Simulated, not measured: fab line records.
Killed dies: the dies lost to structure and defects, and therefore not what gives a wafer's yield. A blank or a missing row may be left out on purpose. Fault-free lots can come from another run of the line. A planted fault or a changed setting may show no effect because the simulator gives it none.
2 desks, one fault    flow berkeley cmos170    what lay behind the numbers comes last; until then each desk has only its own

## THE TOOL OWNER'S DESK: rie diel-04
The tool's own readings at UCB170_ACTIVE_ETCH_15 (etches Si3N4 in CH3F/Ar/O2, stops on SiO2, target depth 242 nm, time 151 s): means of the sampled wafers that have a number, for each lot that ran on this tool. Marked OUT: a lot whose mean sits more than 4 standard deviations from the usual mean, which makes it out of limits; the brackets give that distance.
Columns: A = drypump motor current A at UCB170_ACTIVE_ETCH_15, usual 5.9 A; B = mfc ar sccm at UCB170_ACTIVE_ETCH_15, usual 49.99 sccm; C = oes product au at UCB170_ACTIVE_ETCH_15, usual 0.942 a.u.; D = throttle valve pct at UCB170_ACTIVE_ETCH_15, usual 8.11 %
lot   first seen here  A    B      C      D
L550  day 4 11:59      6.0  50.06  0.934  8.17
L552  day 4 23:38      6.1  50.07  0.933  8.17
L553  day 4 23:55      6.2  50.04  0.934  8.14
L569  day 8 12:32      6.3  50.00  0.948  8.12
This desk's finding: nothing out of limits on any of the 4 lots.

## AT THE METROLOGY DESK
Lot by lot, what the gauges showed, no matter which tool ran the lot: averages of those sampled wafers that carry a number. Marked OUT: a lot whose mean sits more than 4 standard deviations from the usual mean, which makes it out of limits; the brackets give that distance.
Columns: A = PWELL_NITRIDE_THK at UCB170_PWELL_THK_MEAS_06, usual 219.1 nm; B = M3_AL_RS at UCB170_M3_RS_MEAS_02, usual 0.0322 ohm/sq; C = cd nm at UCB170_M3_CD_MEAS_90, usual 701.4 nm
lot   first seen here  A      B       C
L550  day 3 05:24      221.9  0.0328  698.0
L551  day 3 09:20      220.0  0.0325  700.9
L552  day 3 12:50      219.3  0.0323  700.8
L553  day 3 16:31      220.3  0.0321  702.2
L555  day 4 06:25      221.0  0.0318  700.8
L560  day 5 17:30      219.1  0.0322  703.2
L562  day 6 00:08      220.9  0.0322  699.7
L565  day 6 15:10      218.9  0.0320  699.8
L567  day 6 22:27      218.2  0.0320  698.2
L569  day 7 07:04      221.0  0.0323  701.9
L570  day 7 07:04      219.8  0.0318  700.2
L572  day 7 18:36      217.5  0.0319  702.8
L571  day 7 18:37      217.4  0.0319  701.7
This desk's finding: nothing out of limits on any of the 13 lots.

## PUT TOGETHER
The tool owner's desk saw nothing out of limits.
At the metrology desk, nothing out of limits was observed.

## WHAT THE SIMULATOR PUT IN
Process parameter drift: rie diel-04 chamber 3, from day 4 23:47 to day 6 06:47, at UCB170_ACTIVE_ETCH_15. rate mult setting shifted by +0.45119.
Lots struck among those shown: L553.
